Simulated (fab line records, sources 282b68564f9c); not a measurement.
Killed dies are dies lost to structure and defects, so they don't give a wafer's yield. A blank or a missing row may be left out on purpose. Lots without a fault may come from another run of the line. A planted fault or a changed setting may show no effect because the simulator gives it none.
A struck lot beside a sound one | flow rit_cmos | 12 steps out of a route of 202
Sound: wafers L870.1, L870.5, L870.6. Struck: wafers L873.1, L873.3, L873.6. The cause comes at the end.
At each step with rows: each side's tool, then ch and its chambers, then its first start. Under that, the readings that differ: sound wafers | struck wafers | difference of the means | sigmas: that difference in standard deviations of wafers without a fault.
alike: readings whose means differ by less than 2 such deviations, and words and numbers that are the same on both sides. not compared: withheld readings, readings that some wafer has no value for, bounds like >300 that may hide the same value, and numbers for which the record gives no deviation and whose values overlap.
The two part at a step that has a row with sigmas, a row that says differs or no value, or rows on one side only. Numbers that don't overlap but have no deviation are shown without sigmas and don't part them. A reading that every wafer of one side lacks parts them only if that side has two wafers or more.

RIT_ACTIVE_BOW_MEAS_00:
  sound on film_metro-01, day 3 12:00; struck on film_metro-03, day 4 03:00
  alike: INCOMING_BOW
then, 1 step without rows for these wafers: RIT_ACTIVE_OXIDATION_01 (target thk 46.8 nm, ox time 3360 s).
RIT_ACTIVE_THK_MEAS_02:
  sound on film_metro-04, day 3 14:12; struck on film_metro-03, day 4 06:13
  alike: ACTIVE_OXIDE_THK
then, 1 step without rows for these wafers: RIT_ACTIVE_CVD_03 (deposits Si3N4 from SiH2Cl2/NH3, target thk 150 nm, time 1500 s).
RIT_ACTIVE_THK_MEAS_04:
  sound on film_metro-03, day 3 15:56; struck on film_metro-04, day 4 08:17
  alike: ACTIVE_NITRIDE_THK
then, 5 steps without rows for these wafers: RIT_ACTIVE_HMDS_05 (prime time 58.85 s); RIT_ACTIVE_COAT_06 (resist thk 1000 nm); RIT_ACTIVE_SOFTBAKE_07 (time 60 s); RIT_ACTIVE_EXPOSE_08 (exposes mask M1, target cd 1400 nm); RIT_ACTIVE_PEB_09.
RIT_ACTIVE_DEVELOP_10: develop time 50 s.
  sound on litho_track-02 ch 0, day 3 16:00; struck on litho_track-02, day 4 09:00
  no value came back on the struck wafers for chill_plate_temp_C (C), develop_time_s (s); on the sound wafers chill_plate_temp_C (C) reads 23.01 22.98 23.14
RIT_ACTIVE_CD_MEAS_11: target cd 1400 nm.
  sound on cd_sem-02, day 3 16:50; struck on cd_sem-01, day 4 09:14
  reading    | sound                | struck | difference                    | sigmas
  cd_nm (nm) | 1400.4 1399.2 1401.2 | - - -  | no value on the struck wafers |

WHERE THEY PART
First at RIT_ACTIVE_DEVELOP_10; last, within this record, at RIT_ACTIVE_CD_MEAS_11.

WHY: what the simulator had put in
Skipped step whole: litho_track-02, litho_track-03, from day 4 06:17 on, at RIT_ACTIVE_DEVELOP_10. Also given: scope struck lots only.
